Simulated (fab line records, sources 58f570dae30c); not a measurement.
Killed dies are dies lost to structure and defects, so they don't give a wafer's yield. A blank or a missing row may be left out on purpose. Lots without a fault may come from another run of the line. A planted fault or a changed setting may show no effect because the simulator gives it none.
A struck lot beside a sound one | flow berkeley_cmos170 | 14 steps out of a route of 331
Sound: wafers L968.3, L968.4, L968.5. Struck: wafers L961.1, L961.3, L961.5. The cause comes at the end.
At each step with rows: each side's tool, then ch and its chambers, then its first start. Under that, the readings that differ: sound wafers | struck wafers | difference of the means | sigmas: that difference in standard deviations of wafers without a fault.
alike: readings whose means differ by less than 2 such deviations, and words and numbers that are the same on both sides. not compared: withheld readings, readings that some wafer has no value for, bounds like >300 that may hide the same value, and numbers for which the record gives no deviation and whose values overlap.
The two part at a step that has a row with sigmas, a row that says differs or no value, or rows on one side only. Numbers that don't overlap but have no deviation are shown without sigmas and don't part them. A reading that every wafer of one side lacks parts them only if that side has two wafers or more.

first, 5 steps without rows for these wafers: UCB170_PFIELD_COAT_01 (resist thk 900 nm); UCB170_PFIELD_SOFTBAKE_02 (time 60 s); UCB170_PFIELD_EXPOSE_03 (exposes mask PFIELD, target cd 1500 nm); UCB170_PFIELD_PEB_04; UCB170_PFIELD_DEVELOP_05 (develop time 45 s).
UCB170_PFIELD_OVL_MEAS_06:
  sound on overlay-01, day 8 14:08; struck on overlay-02, day 7 09:08
  alike: PFIELD_OVL
then, 1 step without rows for these wafers: UCB170_PFIELD_IMPLANT_07.
UCB170_PFIELD_STRIP_08: strips in O2.
  sound on plasma_asher-03 ch 0,1, day 8 14:20; struck on plasma_asher-01 ch 0, day 7 09:19
  alike: drypump_motor_current_A, oes_product_au, strip_time_to_endpoint_s
  not compared: rf_hours_counter_h
UCB170_PFIELD_TW_MEAS_09:
  sound on film_metro-01, day 8 14:25; struck on film_metro-03, day 7 09:25
  reading   | sound       | struck      | difference | sigmas
  PFIELD_TW | 609 609 608 | 600 593 596 | -12        | -3
then, 2 steps without rows for these wafers: UCB170_FIELD_CLEAN_00 (cleans in dHF, time 7.5 s); UCB170_FIELD_OXIDATION_01 (target thk 558.3 nm, ox time 7200 s).
UCB170_FIELD_THK_MEAS_02:
  sound on film_metro-04, day 8 22:10; struck on film_metro-02, day 7 15:35
  alike: FIELD_OXIDE_THK
UCB170_FIELD_ANNEAL_03: time 1200 s.
  sound on furnace-01 ch 0, day 9 03:34; struck on furnace-01, day 7 19:08
  no value came back on the struck wafers for spike_tc_centre_C (C), spike_tc_load_C (C), zone_power_source_pct (%); on the sound wafers spike_tc_centre_C (C) reads 1003.2 1002.0 1003.5
then, 1 step without rows for these wafers: UCB170_FIELD_WET_ETCH_04 (etches SiO2 in dHF, time 60 s).

WHERE THEY PART
First at UCB170_PFIELD_TW_MEAS_09; last, within this record, at UCB170_FIELD_ANNEAL_03.

WHY: what the simulator had put in
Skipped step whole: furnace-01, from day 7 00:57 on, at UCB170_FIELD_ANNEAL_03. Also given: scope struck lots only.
